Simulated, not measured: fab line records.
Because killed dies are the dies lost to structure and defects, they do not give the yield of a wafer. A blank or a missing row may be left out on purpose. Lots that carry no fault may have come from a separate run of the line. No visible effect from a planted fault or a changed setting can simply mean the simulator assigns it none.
A lot that was struck, set against a sound lot	flow rit-cmos	14 out of 202 route steps
Sound: wafers L491.1, L491.2, L491.6. The struck wafers were L480.3, L480.4, L480.5. The cause is named last.
Each step with rows lists, per side, the tool, then ch with its chambers, then its first start. Under that, the readings that differ: sound wafers	struck wafers	difference of the means	sigmas: that difference in standard deviations of wafers without a fault.
alike: readings with means less than 2 such deviations apart, plus words and numbers identical on both sides. not compared: withheld readings, readings lacking a value on some wafer, bounds such as >300 that could conceal the same value, and numbers that have no deviation in the record and whose values overlap.
Wherever a step has rows on one side only, a row that says differs or no value, or a row with sigmas, the two part there. Numbers that have no deviation but don't overlap get no sigmas and don't part them. A reading that every wafer of one side lacks parts them only if that side has two wafers or more.

first, 1 step without rows for these wafers: RIT_CONTACT_HARDBAKE_10 (time 60 s).
RIT_CONTACT_ETCH_11: etches SiO2 in CHF3/CF4/Ar, stops on TiSi2, target depth 480 nm, time 320 s.
  sound on rie-diel-02 ch 0,3, day 6 19:05; struck on rie-diel-02 ch 2,3, day 4 07:21
reading	sound	struck	difference	sigmas
oes-product-au (a.u.)	0.967 1.009 0.966	1.006 1.022 1.026	+0.037	+2
  alike: chamber-pressure-mTorr, drypump-motor-current-A, throttle-valve-pct
  not compared: rf-hours-counter-h
RIT_CONTACT_STRIP_12: strips in O2, time 180 s.
  sound on plasma-asher-01 ch 0,1, day 6 19:23; struck on plasma-asher-04 ch 0,1, day 4 07:36
reading	sound	struck	difference	sigmas
drypump-motor-current-A (A)	5.7 5.6 5.6	6.3 6.7 6.7	+0.9	+2
  alike: chamber-pressure-mTorr
  not compared: rf-hours-counter-h
RIT_CONTACT_CD_MEAS_90: the cd target is 1000 nm.
  sound on cd-sem-01 at day 6 19:35; struck on cd-sem-01 at day 4 07:46
  alike: cd-nm
then, 2 steps without rows for these wafers: RIT_CONTACT_CLEAN_13 (cleans in SC1, time 600 s); RIT_CONTACT_CLEAN_14 (cleans in SC2, time 600 s).
RIT_M1_SPUTTER_00: material Al, target thk 400 nm, time 500 s.
  sound on pvd-sputter-04 at day 6 20:03; struck on pvd-sputter-04 at day 4 08:12
  alike: throttle-valve-pct
RIT_M1_RS_MEAS_01: measures by four-point-probe.
  sound on film-metro-01 at day 6 20:20; struck on film-metro-02 at day 4 08:32
  alike: M1_AL_RS
RIT_M1_THK_MEAS_02: measures by xrf.
  sound on film-metro-01 at day 6 20:28; struck on film-metro-02 at day 4 08:38
  alike: M1_AL_THK
then, 3 steps without rows for these wafers: RIT_M1_HMDS_03 (prime time 60 s); RIT_M1_COAT_04 (resist thk 1300 nm); RIT_M1_SOFTBAKE_05 (time 60 s).
RIT_M1_EXPOSE_06: exposes mask M12, target cd 2600 nm.
  struck on iline-stepper-02, day 4 09:17; sound on iline-stepper-01 ch 0, day 6 20:58
  no value came back on the struck wafers for exposure-dose-mJ-cm2, focus-offset-nm (nm); on the sound wafers exposure-dose-mJ-cm2 reads 249.49 249.40 249.97
  alike: mask
after that, 1 step had no rows for these wafers: RIT_M1_PEB_07.

WHERE THEY PART
Last at RIT_M1_EXPOSE_06 as far as this record goes, first at RIT_CONTACT_ETCH_11.

WHY: what the simulator had put in
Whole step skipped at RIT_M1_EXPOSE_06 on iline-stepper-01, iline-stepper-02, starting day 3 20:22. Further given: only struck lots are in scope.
